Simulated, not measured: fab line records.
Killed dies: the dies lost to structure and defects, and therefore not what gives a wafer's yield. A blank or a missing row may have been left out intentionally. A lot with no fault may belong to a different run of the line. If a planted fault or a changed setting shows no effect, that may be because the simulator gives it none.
fab line records -- flow rit_cmos
record lots=14, wafers=42, last_day=8
route steps=202 shown M1@195
lots untouched by any fault: they come from a run of this same line in which no faults occurred
start_h: start of the lot's first displayed wafer, in hours after the record's first day -- wait_h: hours since the lot's step before -- " as in the row above -- L1.1+2: several wafers, shown together as one row -- - no value, or no start given -- * or withheld: withheld -- < > ~ a bound
route shown NAME@n: a module of which the file shows steps, and the number in the route of the first -- usual: average and standard deviation across the fault-free wafers -- same: alike in all rows -- chamber/n: place in a boat -- sites: the reading at each site -- _std_site: the standard deviation of these -- _edge_site: outer sites' mean less inner sites' -- radius_mm: how far each site lies from the wafer's centre -- mask NAME#n: copy n -- behind: the last tool/chamber to shape the wafer -- hold: reason for holding the lot/hours on hold/outcome of the hold -- device: names the non-switching transistor (n, p or np) -- end of line: tests of these same wafers at the route's end -- for a step that has no rows: nothing shown but its recipe -- killed: dies that structure and defects cost at the first sort, which is not the same as the wafer's yield -- map: a wafer's dies, marking killed ones x, the rest . and places with no die _
set.NAME: setting as actually run; set.NAME@STEP: the setting as run at that earlier step -- model.NAME: the simulator's own value behind a step, which no gauge read
steps of the route over a sample of lots; a table a step, a row a wafer
## steps
# step RIT_M1_HARDBAKE_11
# recipe resist=NOVOLAK, temp_c=140, time_s=120
# usual heater_power_total_W=52.02/0.06, plate_temp_C=140.02/0.15
lot.wafer,tool,chamber,start_h,wait_h,heater_power_total_W,plate_temp_C
L884.1,litho_track-02,0,58.92,0.0,51.93,140.17
L884.3,litho_track-02,0,58.92,0.0,51.98,140.29
L884.4,litho_track-02,0,58.92,0.0,52.00,140.11
L885.2,litho_track-02,0,63.56,0.1,52.00,140.10
L885.3,litho_track-02,0,63.56,0.1,52.01,140.22
L885.6,litho_track-02,0,63.56,0.1,52.06,140.15
L886.2,litho_track-04,0,68.89,0.2,52.08,140.11
L886.3,litho_track-04,0,68.89,0.2,52.09,139.88
L886.6,litho_track-04,0,68.89,0.2,51.92,140.07
L887.1,litho_track-01,0,74.82,0.0,52.01,139.91
L887.2,litho_track-01,0,74.82,0.0,52.03,139.80
L887.6,litho_track-01,0,74.82,0.0,52.04,140.29
L888.1,litho_track-04,0,82.75,0.3,52.02,139.75
L888.4,litho_track-04,0,82.75,0.3,51.97,139.95
L888.6,litho_track-04,0,82.75,0.3,51.98,139.74
L890.1,litho_track-01,0,90.99,0.3,51.98,140.03
L890.2,litho_track-01,0,90.99,0.3,52.08,140.21
L890.6,litho_track-01,0,90.99,0.3,52.07,140.08
L891.2,litho_track-02,0,94.51,0.1,51.99,140.15
L891.5,litho_track-02,0,94.51,0.1,51.96,139.97
L891.6,litho_track-02,0,94.51,0.1,51.93,140.16
L892.1,litho_track-02,0,97.11,0.0,52.12,139.93
L892.3,litho_track-02,0,97.11,0.0,51.95,139.90
L892.4,litho_track-02,0,97.11,0.0,52.00,139.92
L893.3,litho_track-01,0,106.23,0.1,52.03,140.05
L893.4,litho_track-01,0,106.23,0.1,52.00,139.99
L893.6,litho_track-01,0,106.23,0.1,52.01,139.88
L896.1,litho_track-01,0,121.68,0.0,53.13,142.71
L896.2,litho_track-01,0,121.68,0.0,53.17,142.27
L896.3,litho_track-01,0,121.68,0.0,53.27,142.55
L899.1,litho_track-01,0,137.53,0.0,53.20,142.53
L899.5,litho_track-01,0,137.53,0.0,53.19,142.77
L899.6,litho_track-01,0,137.53,0.0,53.25,142.65
L902.1,litho_track-02,0,163.26,0.0,52.08,140.12
L902.2,litho_track-02,0,163.26,0.0,52.07,140.20
L902.4,litho_track-02,0,163.26,0.0,51.96,140.24
L905.2,litho_track-04,0,182.58,0.1,52.05,139.90
L905.3,litho_track-04,0,182.58,0.1,52.08,139.95
L905.4,litho_track-04,0,182.58,0.1,52.10,139.90
L906.1,litho_track-04,0,189.09,0.0,52.06,140.09
L906.2,litho_track-04,0,189.09,0.0,52.09,140.21
L906.6,litho_track-04,0,189.09,0.0,51.98,139.96
# step RIT_M1_PROBE_99
# usual defect_limited_yield=97.2/1.2, killed_at_M0_to_M3=0.0/0.083, killed_at_contacts=0.1/0.27, killed_at_front_end=7/3.1, killed_dies=7/3.2, killed_open=3.8/2.1, killed_short=3.6/2, sort_bin_3_pad_short=0.1/0.22, sort_bin_5_function=1.7/0.8, sort_bin_6_memory=1.0/0.64, sort_n_pass=257/3.2, sort_yield_pct=97.2/1.2
# same gross_dies=264, killed_at_M4_up=0, killed_at_back_side=0, killed_at_other=0
lot.wafer,tool,chamber,start_h,wait_h,defect_limited_yield[%],killed_at_M0_to_M3,killed_at_contacts,killed_at_front_end,killed_dies,killed_open,killed_short,sort_bin_3_pad_short[%],sort_bin_5_function[%],sort_bin_6_memory[%],sort_n_pass,sort_yield_pct[%]
L887.1,prober-02,-,77.34,0.1,95.5,0,0,12,12,6,6,0.8,2.7,1.1,252,95.5
L887.2,prober-02,-,77.39,0.1,98.1,0,0,5,5,2,3,0.4,1.5,0,259,98.1
L887.6,prober-02,-,77.59,0.2,97.3,0,0,7,7,3,4,0,0.8,1.9,257,97.3
L890.1,prober-01,-,93.49,0.1,97.7,0,1,5,6,4,2,0,1.1,1.1,258,97.7
L890.2,prober-01,-,93.54,0.1,97.3,0,0,7,7,2,5,0.8,1.1,0.8,257,97.3
L890.6,prober-01,-,93.74,0.2,98.9,0,0,3,3,1,2,0.4,0.8,0,261,98.9
L892.1,prober-01,-,99.61,0.1,94.3,0,0,15,15,8,7,0.4,3.4,1.9,249,94.3
L892.3,prober-01,-,99.71,0.2,97.7,0,0,6,6,1,5,0,1.1,1.1,258,97.7
L892.4,prober-01,-,99.76,0.2,98.5,0,0,4,4,1,3,0.4,1.1,0,260,98.5
L896.1,prober-01,-,124.19,0.1,95.8,0,0,11,11,4,7,0.4,1.9,1.9,253,95.8
L896.2,prober-01,-,124.24,0.1,96.2,0,0,10,10,3,7,0,1.9,1.9,254,96.2
L896.3,prober-01,-,124.29,0.2,95.1,0,1,12,13,6,7,0.4,3.0,1.5,251,95.1
L899.1,prober-01,-,140.04,0.1,97.3,0,0,7,7,4,3,0.4,1.5,0.8,257,97.3
L899.5,prober-01,-,140.24,0.2,97.7,0,0,6,6,2,4,0,1.1,1.1,258,97.7
L899.6,prober-01,-,140.29,0.2,96.2,0,0,10,10,6,4,0.4,2.3,1.1,254,96.2
L902.1,prober-01,-,165.76,0.1,98.5,0,1,3,4,4,0,0,1.1,0.4,260,98.5
L902.2,prober-01,-,165.81,0.1,96.2,0,1,9,10,1,9,1.1,1.5,1.1,254,96.2
L902.4,prober-01,-,165.91,0.2,98.1,0,0,5,5,4,1,0,1.1,0.8,259,98.1
L906.1,prober-02,-,192.50,0.1,95.8,0,0,11,11,7,4,0,1.9,2.3,253,95.8
L906.2,prober-02,-,192.55,0.1,98.5,0,0,4,4,3,1,0,0.8,0.8,260,98.5
L906.6,prober-02,-,192.75,0.2,98.1,0,0,5,5,4,1,0,1.1,0.8,259,98.1
# killed by level:class
L887.1 SPACER:geometric_particle:short=5 GATE:geometric_particle:open=2 SPACER:geometric_particle:open=2 REOX:geometric_particle:open=1 REOX:geometric_particle:short=1 SILICIDE:geometric_particle:open=1
L887.2 FOX1:geometric_particle:short=1 FOX2:geometric_particle:short=1 GATE:geometric_particle:open=1 REOX:geometric_particle:short=1 SILICIDE:geometric_particle:open=1
L887.6 GATE:geometric_particle:open=2 SILICIDE:geometric_particle:short=2 FOX1:geometric_particle:short=1 FOX1:geometric_particle:open=1 REOX:geometric_particle:short=1
L890.1 REOX:geometric_particle:open=3 FOX2:geometric_particle:open=1 SILICIDE:geometric_particle:short=1 CONTACT:geometric_particle:short=1
L890.2 GATE:geometric_particle:short=3 FOX1:geometric_particle:short=1 FOX1:geometric_particle:open=1 FOX2:geometric_particle:short=1 REOX:geometric_particle:open=1
L890.6 GATE:geometric_particle:short=1 REOX:geometric_particle:short=1 REOX:geometric_particle:open=1
L892.1 GATE:geometric_particle:open=4 GATE:geometric_particle:short=3 FOX1:geometric_particle:short=2 SILICIDE:geometric_particle:open=1 FOX1:geometric_particle:open=1 FOX2:geometric_particle:short=1 FOX2:geometric_particle:open=1 SPACER:geometric_particle:open=1
L892.3 FOX1:geometric_particle:short=2 GATE:geometric_particle:short=2 SPACER:geometric_particle:open=1 SILICIDE:geometric_particle:short=1
L892.4 ACTIVE:geometric_particle:short=1 FOX1:geometric_particle:open=1 FOX1:geometric_particle:short=1 GATE:geometric_particle:short=1
L896.1 FOX1:geometric_particle:short=2 GATE:geometric_particle:open=2 GATE:geometric_particle:short=2 REOX:geometric_particle:short=2 FOX1:geometric_particle:open=1 SPACER:geometric_particle:short=1 SILICIDE:geometric_particle:open=1
L896.2 SPACER:geometric_particle:short=3 FOX1:geometric_particle:open=2 REOX:geometric_particle:short=2 FOX2:geometric_particle:short=1 GATE:geometric_particle:short=1 SPACER:geometric_particle:open=1
L896.3 SPACER:geometric_particle:short=3 REOX:geometric_particle:open=2 FOX1:geometric_particle:short=1 FOX1:geometric_particle:open=1 GATE:geometric_particle:short=1 GATE:geometric_particle:open=1 REOX:geometric_particle:short=1 SPACER:geometric_particle:open=1
L899.1 FOX1:geometric_particle:open=1 GATE:geometric_particle:short=1 GATE:geometric_particle:open=1 REOX:geometric_particle:open=1 REOX:geometric_particle:short=1 SPACER:geometric_particle:short=1 SILICIDE:geometric_particle:open=1
L899.5 GATE:geometric_particle:short=3 FOX2:geometric_particle:short=1 GATE:geometric_particle:open=1 SPACER:geometric_particle:open=1
L899.6 SILICIDE:geometric_particle:open=3 FOX1:geometric_particle:short=2 ACTIVE:geometric_particle:open=1 FOX2:geometric_particle:open=1 SPACER:geometric_particle:short=1 SPACER:geometric_particle:open=1 SILICIDE:geometric_particle:short=1
L902.1 SPACER:geometric_particle:open=2 FOX1:geometric_particle:open=1 CONTACT:geometric_particle:open=1
L902.2 FOX1:geometric_particle:short=3 SPACER:geometric_particle:short=2 GATE:geometric_particle:short=1 REOX:geometric_particle:short=1 SPACER:geometric_particle:open=1 SILICIDE:geometric_particle:short=1 CONTACT:geometric_particle:short=1
L902.4 SPACER:geometric_particle:open=3 GATE:geometric_particle:short=1 SILICIDE:geometric_particle:open=1
L906.1 GATE:geometric_particle:open=4 GATE:geometric_particle:short=3 FOX1:geometric_particle:open=1 REOX:geometric_particle:open=1 SILICIDE:geometric_particle:short=1 SILICIDE:geometric_particle:open=1
L906.2 FOX1:geometric_particle:open=1 FOX2:geometric_particle:open=1 GATE:geometric_particle:open=1 SILICIDE:geometric_particle:short=1
L906.6 FOX1:geometric_particle:open=2 REOX:geometric_particle:open=1 SPACER:geometric_particle:open=1 SILICIDE:geometric_particle:short=1
## key
first_sign step=RIT_M1_HARDBAKE_11, reading=heater_power_total_W, direction=up, sigmas=20, usual=52.02, struck=53.20
effect step=RIT_M1_HARDBAKE_11, reading=plate_temp_C, direction=up, sigmas=17, usual=*, struck=*
met_at RIT_M1_HARDBAKE_11
struck_lots L896,L899
onset_between 106.23 121.68
fault kind=process_parameter_drift, tool=litho_track-01, chamber=-, onset_h=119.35, steps=RIT_M1_HARDBAKE_11, channel=temp_c, offset=*, shape=step, end_h=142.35, acts_in=*, stated=*
